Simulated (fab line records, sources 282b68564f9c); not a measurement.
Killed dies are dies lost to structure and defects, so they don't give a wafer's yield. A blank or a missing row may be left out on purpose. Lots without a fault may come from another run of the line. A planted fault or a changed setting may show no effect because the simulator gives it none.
A struck lot beside a sound one | flow rit_cmos | 23 steps out of a route of 202
Sound: wafers L677.1, L677.3, L677.6. Struck: wafers L687.1, L687.2, L687.6. The cause comes at the end.
At each step with rows: each side's tool, then ch and its chambers, then its first start. Under that, the readings that differ: sound wafers | struck wafers | difference of the means | sigmas: that difference in standard deviations of wafers without a fault.
alike: readings whose means differ by less than 2 such deviations, and words and numbers that are the same on both sides. not compared: withheld readings, readings that some wafer has no value for, bounds like >300 that may hide the same value, and numbers for which the record gives no deviation and whose values overlap.
The two part at a step that has a row with sigmas, a row that says differs or no value, or rows on one side only. Numbers that don't overlap but have no deviation are shown without sigmas and don't part them. A reading that every wafer of one side lacks parts them only if that side has two wafers or more.

first, 5 steps without rows for these wafers: RIT_GATE_WET_ETCH_00 (etches SiO2 in BOE, target depth 56 nm, time 60 s); RIT_GATE_CLEAN_01 (cleans in SC1, time 600 s); RIT_GATE_CLEAN_02 (cleans in dHF, time 30 s); RIT_GATE_CLEAN_03 (cleans in SC2, time 600 s); RIT_GATE_CLEAN_04 (cleans in dHF, time 60 s).
RIT_FOX2_THK_MEAS_91:
  sound on film_metro-04, day 2 18:26; struck on film_metro-02, day 4 23:47
  alike: FIELD_OXIDE_LEFT_2_THK
then, 2 steps without rows for these wafers: RIT_GATE_OXIDATION_05 (target thk 3 nm, ox time 270 s); RIT_GATE_ANNEAL_06 (time 600 s).
RIT_GATE_THK_MEAS_07:
  sound on film_metro-02, day 2 19:49; struck on film_metro-04, day 5 01:11
  alike: GATE_OXIDE_THK
then, 1 step without rows for these wafers: RIT_GATE_CVD_08 (deposits poly-Si from SiH4, target thk 250 nm, time 2220 s).
RIT_GATE_THK_MEAS_09:
  sound on film_metro-01, day 2 21:29; struck on film_metro-04, day 5 03:40
  alike: GATE_POLY_THK
then, 1 step without rows for these wafers: RIT_GATE_HMDS_10 (prime time 60 s).
RIT_GATE_COAT_11: resist thk 850 nm.
  sound on litho_track-04 ch 0, day 2 21:42; struck on litho_track-03 ch 0, day 5 03:52
  reading                                   | sound                | struck               | difference | sigmas
  dispense_pressure_kPa (kPa)               | 50.3 50.3 50.3       | 46.6 46.6 46.7       | -3.7       | -2
  spin_speed_rpm (rpm)                      | 4247.4 4247.6 4253.2 | 4041.9 4044.9 4041.1 | -206.8     | -94
  model.NOVOLAK_of_GATE_COAT_11.thk_nm (nm) | 853 848.9 850.2      | 867.1 868.2 864.1    | +15.8      |
then, 4 steps without rows for these wafers: RIT_GATE_SOFTBAKE_12 (time 60 s); RIT_GATE_EXPOSE_13 (exposes mask M6, target cd 150 nm); RIT_GATE_PEB_14; RIT_GATE_DEVELOP_15 (develop time 50 s).
RIT_GATE_CD_MEAS_16: target cd 150 nm.
  sound on cd_sem-01, day 2 22:24; struck on cd_sem-02, day 5 04:42
  alike: cd_nm
RIT_GATE_OVL_MEAS_17:
  sound on overlay-02, day 2 22:31; struck on overlay-02, day 5 04:49
  alike: GATE_OVL
then, 1 step without rows for these wafers: RIT_GATE_HARDBAKE_18 (time 60 s).
RIT_GATE_ETCH_19: etches poly-Si in SF6/CHF3/O2, stops on SiO2, time 165 s, target depth 312.5 nm.
  sound on rie_si-02 ch 0,1, day 2 22:43; struck on rie_si-02 ch 2,3, day 5 05:00
  reading                                   | sound             | struck            | difference | sigmas
  model.NOVOLAK_of_GATE_COAT_11.thk_nm (nm) | 673.9 669.7 671.6 | 686.7 685.7 681.9 | +13.0      |
  model.GATE.cd_nm (nm)                     | 151.7 151.9 151.1 | 150.9 150.4 150.2 | -1.1       |
  alike: SF6_flow_sccm, drypump_motor_current_A, oes_product_au, throttle_valve_pct
  not compared: rf_hours_counter_h
RIT_GATE_STRIP_20: strips in O2, time 180 s.
  sound on plasma_asher-01 ch 0,1, day 2 22:49; struck on plasma_asher-02 ch 0,1, day 5 05:07
  alike: drypump_motor_current_A
  not compared: rf_hours_counter_h
RIT_M1_PROBE_99:
  sound on prober-01, day 3 19:40; struck on prober-01, day 6 02:34
  reading                              | sound             | struck            | difference | sigmas
  model.etest.npoly_line.width_nm (nm) | 103.1 104 103.2   | 102.2 102.2 102.5 | -1.1       |
  model.etest.ppoly_line.width_nm (nm) | 104.5 104.8 104.5 | 102.8 103.2 103.2 | -1.5       |
  alike: killed_at_contacts, killed_at_front_end, killed_dies, killed_open, killed_short
  not compared: model.etest.ppoly_line.line_ohm_um

WHERE THEY PART
Only at RIT_GATE_COAT_11, within this record. Later steps at which nothing parts them and some readings are alike: RIT_GATE_CD_MEAS_16, RIT_GATE_OVL_MEAS_17, RIT_GATE_ETCH_19, RIT_GATE_STRIP_20, RIT_M1_PROBE_99.

WHY: what the simulator had put in
Process parameter drift: litho_track-03, from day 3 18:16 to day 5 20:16, at RIT_GATE_COAT_11. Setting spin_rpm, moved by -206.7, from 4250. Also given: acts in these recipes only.
